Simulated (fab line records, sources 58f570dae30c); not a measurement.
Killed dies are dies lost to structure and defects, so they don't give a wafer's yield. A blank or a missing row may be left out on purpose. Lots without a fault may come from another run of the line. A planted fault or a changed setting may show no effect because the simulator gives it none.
fab line records | flow berkeley_cmos170 | part 2 of 2: steps 29 to 41 of 41
record lots=5 wafers=15 last_day=12
route steps=331 shown PWELL@49 WELLDRIVE@55 ACTIVE@60 PFIELD@79 FIELD@89
lots that met no fault: from a run of the same line without faults
start_h: hours from the record's first day to the start of the lot's first wafer shown | wait_h: hours since the lot's step before | " the same as in the row above | L1.1+2: a row that stands for several wafers | - no value, or no start given | * or withheld: withheld | < > ~ a bound
route shown NAME@n: a module of which the file shows steps, and the number in the route of the first | usual: mean/standard deviation of fault-free wafers | same: alike in all rows | chamber/n: place in a boat | sites: the reading at each site | _std_site: their standard deviation | _edge_site: outer sites' mean less inner sites' | radius_mm: how far each site lies from the wafer's centre | mask NAME#n: copy n | behind: the tool/chamber that last shaped the wafer | hold: why the lot was held/for how many hours/how that ended | device: the transistor (n, p or np) that didn't switch | end of line: the same wafers' tests at the end of the route | a step without rows: its recipe alone | killed: dies lost to structure and defects at the first sort, not the wafer's yield | map: a wafer's dies, x killed, . not, _ none there
set.NAME: the setting as run; set.NAME@STEP: as run at that earlier step | model.NAME: the simulator's own value behind a step, which no gauge read
lots at some steps of the route; a table a step, a row a wafer
services: from which hour (start_h, from the record's first day; less than 0 if before it) a tool's chamber was out of use, for how many hours, and why
## steps
# step UCB170_ACTIVE_CD_MEAS_90
# recipe target_cd_nm=1200
# usual cd_nm=1200.4/1.4
# columns lot.wafer tool chamber start_h wait_h cd_nm
L074.3 cd_sem-02 - 94.55 0.1 1198.5
L074.4 " - " " 1199.4
L074.5 " - " " 1199.4
L088.1 cd_sem-02 - 169.20 0.2 1197.7
L088.2 " - " " 1196.7
L088.3 " - " " 1198.7
L094.2 cd_sem-01 - 184.45 0.1 1201.3
L094.3 " - " " 1202.6
L094.4 " - " " 1203.4
L095.3 cd_sem-01 - 203.61 0.1 1198.2
L095.5 " - " " 1198.9
L095.6 " - " " 1198.3
L097.2 cd_sem-01 - 204.08 0.1 1198.5
L097.5 " - " " 1200.5
L097.6 " - " " 1200.0
# step UCB170_ACTIVE_CLEAN_17
# recipe chemistry=SPM temp_c=120 time_s=600
# usual temp_c=120.00/0.13
# columns lot.wafer tool chamber start_h wait_h temp_c
L074.3 wet_bench-04 2 94.63 0.1 119.89
L074.4 " 2 " " 120.14
L074.5 " 2 " " 120.12
L088.1 wet_bench-01 3 169.71 0.5 119.91
L088.2 " 3 " " 120.18
L088.3 " 3 " " 119.94
L094.2 wet_bench-04 3 185.96 1.5 119.82
L094.3 " 3 " " 119.93
L094.4 " 3 " " 119.83
L095.3 wet_bench-01 0 203.69 0.1 120.03
L095.5 " 0 " " 120.00
L095.6 " 0 " " 119.99
L097.2 wet_bench-01 3 204.46 0.4 119.91
L097.5 " 3 " " 119.66
L097.6 " 3 " " 119.74
# step UCB170_PFIELD_HMDS_00
# recipe prime_time_s=60 prime_temp_c=100
# columns lot.wafer tool chamber start_h wait_h
L074.3+4+5 litho_track-04 0 94.85 0.1
L088.1+2+3 litho_track-04 0 170.07 0.2
L094.2+3+4 litho_track-04 0 186.39 0.2
L095.3+5+6 litho_track-02 0 204.00 0.1
L097.2+5+6 litho_track-03 0 205.02 0.4
# step UCB170_PFIELD_COAT_01
# recipe resist=KrF spin_rpm=1500 resist_thk_nm=900
# columns lot.wafer tool chamber start_h wait_h
L074.3+4+5 litho_track-04 0 95.00 0.1
L088.1+2+3 litho_track-04 0 170.22 0.1
L094.2+3+4 litho_track-04 0 186.54 0.1
L095.3+5+6 litho_track-02 0 204.15 0.1
L097.2+5+6 litho_track-03 0 205.17 0.1
# step UCB170_PFIELD_SOFTBAKE_02
# recipe resist=KrF temp_c=130 time_s=60
# usual heater_power_total_W=56.80/0.047
# columns lot.wafer tool chamber start_h wait_h heater_power_total_W
L074.3 litho_track-04 0 95.15 0.1 56.94
L074.4 " 0 " " 56.82
L074.5 " 0 " " 56.84
L088.1 litho_track-04 0 170.37 0.1 56.72
L088.2 " 0 " " 56.78
L088.3 " 0 " " 56.73
L094.2 litho_track-04 0 186.69 0.1 56.74
L094.3 " 0 " " 56.83
L094.4 " 0 " " 56.84
L095.3 litho_track-02 0 204.30 0.1 56.74
L095.5 " 0 " " 56.81
L095.6 " 0 " " 56.85
L097.2 litho_track-03 0 205.32 0.1 56.84
L097.5 " 0 " " 56.82
L097.6 " 0 " " 56.82
# step UCB170_PFIELD_EXPOSE_03
# recipe mask_id=PFIELD na=0.5 sigma_outer=0.6 source_shape=conventional target_cd_nm=1500 dose_mj=30
# usual focus_offset_nm=0.0/0.52
# columns lot.wafer tool chamber start_h wait_h mask focus_offset_nm
L074.3 krf_scanner-01 0 95.50 0.3 PFIELD#0 1.0
L074.4 " 0 " " PFIELD#0 0.7
L074.5 " 0 " " PFIELD#0 0.1
L088.1 krf_scanner-01 0 170.65 0.2 PFIELD#0 1.0
L088.2 " 0 " " PFIELD#0 0.8
L088.3 " 0 " " PFIELD#0 0.7
L094.2 krf_scanner-02 0 186.83 0.1 PFIELD#0 -0.2
L094.3 " 0 " " PFIELD#0 0.9
L094.4 " 0 " " PFIELD#0 0.2
L095.3 krf_scanner-01 0 204.44 0.1 PFIELD#0 -0.5
L095.5 " 0 " " PFIELD#0 0.0
L095.6 " 0 " " PFIELD#0 -0.5
L097.2 krf_scanner-02 0 205.46 0.1 PFIELD#0 -0.1
L097.5 " 0 " " PFIELD#0 0.0
L097.6 " 0 " " PFIELD#0 -0.8
# step UCB170_PFIELD_PEB_04
# recipe peb_temp_c=130 peb_time_s=withheld resist=KrF
# usual heater_power_total_W=56.80/0.047
# columns lot.wafer tool chamber start_h wait_h heater_power_total_W
L074.3 litho_track-04 0 95.85 0.3 56.82
L074.4 " 0 " " 56.72
L074.5 " 0 " " 56.80
L088.1 litho_track-04 0 170.80 0.1 56.76
L088.2 " 0 " " 56.86
L088.3 " 0 " " 56.88
L094.2 litho_track-03 0 187.03 0.2 56.86
L094.3 " 0 " " 56.78
L094.4 " 0 " " 56.77
L095.3 litho_track-02 0 204.96 0.5 56.73
L095.5 " 0 " " 56.78
L095.6 " 0 " " 56.86
L097.2 litho_track-04 0 206.08 0.6 56.79
L097.5 " 0 " " 56.81
L097.6 " 0 " " 56.81
# step UCB170_PFIELD_DEVELOP_05
# recipe developer=TMAH develop_time_s=45 resist=KrF dev_temp_c=21
# columns lot.wafer tool chamber start_h wait_h
L074.3+4+5 litho_track-04 0 - -
L088.1+2+3 litho_track-04 0 - -
L094.2+3+4 litho_track-03 0 - -
L095.3+5+6 litho_track-02 0 - -
L097.2+5+6 litho_track-04 0 - -
# step UCB170_PFIELD_OVL_MEAS_06
# usual PFIELD_OVL=-3/5.3
# columns lot.wafer tool chamber start_h wait_h PFIELD_OVL[nm]
L074.3 overlay-01 - 96.09 - -7
L074.4 " - " " -7
L074.5 " - " " -3
L088.1 overlay-02 - 171.07 - -8
L088.2 " - " " -6
L088.3 " - " " -5
L094.2 overlay-02 - 187.29 - 2
L094.3 " - " " -1
L094.4 " - " " 4
L095.3 overlay-01 - 205.19 - -8
L095.5 " - " " -3
L095.6 " - " " -1
L097.2 overlay-01 - 206.34 - -3
L097.5 " - " " -6
L097.6 " - " " -1
# step UCB170_PFIELD_IMPLANT_07
# recipe species=B dose_cm2=2e+13 energy_kev=80 tilt_deg=7
# columns lot.wafer tool chamber start_h wait_h
L074.3+4+5 implanter-03 0 96.16 0.1
L088.1+2+3 implanter-01 0 171.11 0.0
L094.2+3+4 implanter-02 0 187.35 0.0
L095.3+5+6 implanter-03 0 205.27 0.1
L097.2+5+6 implanter-02 0 206.40 0.0
# step UCB170_PFIELD_STRIP_08
# recipe chemistry=O2 power_w=400 pressure_mtorr=3500 platen_temp_c=withheld o2_flow_sccm=400 overash_fraction=0.5
# usual drypump_motor_current_A=5.6/0.47 oes_product_au=0.735/0.0046 strip_time_to_endpoint_s=21.61/0.053
# columns lot.wafer tool chamber start_h wait_h drypump_motor_current_A oes_product_au rf_hours_counter_h strip_time_to_endpoint_s
L074.3 plasma_asher-01 1 96.29 0.1 5.4 0.745 - 21.70
L074.4 " 0 " " 5.5 0.731 - 21.73
L074.5 " 1 " " 5.4 0.733 - 21.72
L088.1 plasma_asher-02 1 171.26 0.1 6.4 0.731 44 21.68
L088.2 " 0 " " 5.1 0.735 44 21.64
L088.3 " 1 " " 6.4 0.734 - 21.72
L094.2 plasma_asher-03 0 187.47 0.1 5.2 0.736 8 21.73
L094.3 " 0 " " 5.3 0.744 - 21.66
L094.4 " 1 " " 5.7 0.726 - 21.62
L095.3 plasma_asher-02 1 205.40 0.1 6.4 0.734 - 21.53
L095.5 " 0 " " 5.2 0.735 - 21.57
L095.6 " 1 " " 6.4 0.739 - 21.55
L097.2 plasma_asher-02 0 206.52 0.1 5.2 0.735 49 21.64
L097.5 " 0 " " 5.1 0.730 - 21.57
L097.6 " 1 " " 6.4 0.734 - 21.67
# step UCB170_PFIELD_TW_MEAS_09
# usual PFIELD_TW=604/7.8
# columns lot.wafer tool chamber start_h wait_h PFIELD_TW
L074.3 film_metro-02 - 96.38 0.1 607
L074.4 " - " " 607
L074.5 " - " " 610
L088.1 film_metro-04 - 171.36 0.1 592
L088.2 " - " " 593
L088.3 " - " " 596
L094.2 film_metro-03 - 187.58 0.1 609
L094.3 " - " " 611
L094.4 " - " " 610
L095.3 film_metro-03 - 205.49 0.1 612
L095.5 " - " " 612
L095.6 " - " " 612
L097.2 film_metro-03 - 206.63 0.1 612
L097.5 " - " " 613
L097.6 " - " " 611
# step UCB170_FIELD_CLEAN_00
# recipe chemistry=dHF dilution=25:1 time_s=7.5
# columns lot.wafer tool chamber start_h wait_h
L074.3+4+5 wet_bench-01 2 96.42 0.0
L088.1+2+3 wet_bench-01 2 171.42 0.1
L094.2+3+4 wet_bench-02 2 187.73 0.1
L095.3+5+6 wet_bench-01 3 205.58 0.1
L097.2+5+6 wet_bench-02 0 206.68 0.0
## services
# columns tool chamber start_h hours kind
furnace-02 - 37.68 3.5 pm
krf_scanner-02 - 42.27 4.0 pm
furnace-04 - 48.23 3.1 pm
plasma_asher-04 - 52.61 2.8 pm
krf_scanner-02 - 58.98 3.6 pm
furnace-01 - 62.15 3.9 pm
krf_scanner-02 - 64.71 21.0 pm
implanter-03 - 79.35 2.4 repair
krf_scanner-01 - 85.71 0.8 pm
krf_scanner-02 - 91.62 1.0 pm
krf_scanner-02 - 94.19 1.3 pm
krf_scanner-02 - 97.76 0.8 pm
krf_scanner-02 - 103.76 23.5 repair
wet_bench-03 - 122.01 1.9 pm
krf_scanner-01 - 131.88 3.6 pm
furnace-02 - 144.32 3.4 pm
krf_scanner-01 - 144.96 1.3 pm
implanter-03 - 149.73 9.5 repair
furnace-01 - 161.84 7.7 repair
krf_scanner-01 - 170.76 1.0 pm
wet_bench-01 - 182.29 3.9 repair
krf_scanner-01 - 200.02 0.7 repair
furnace-01 - 205.56 3.5 repair
furnace-04 - 205.59 4.0 pm
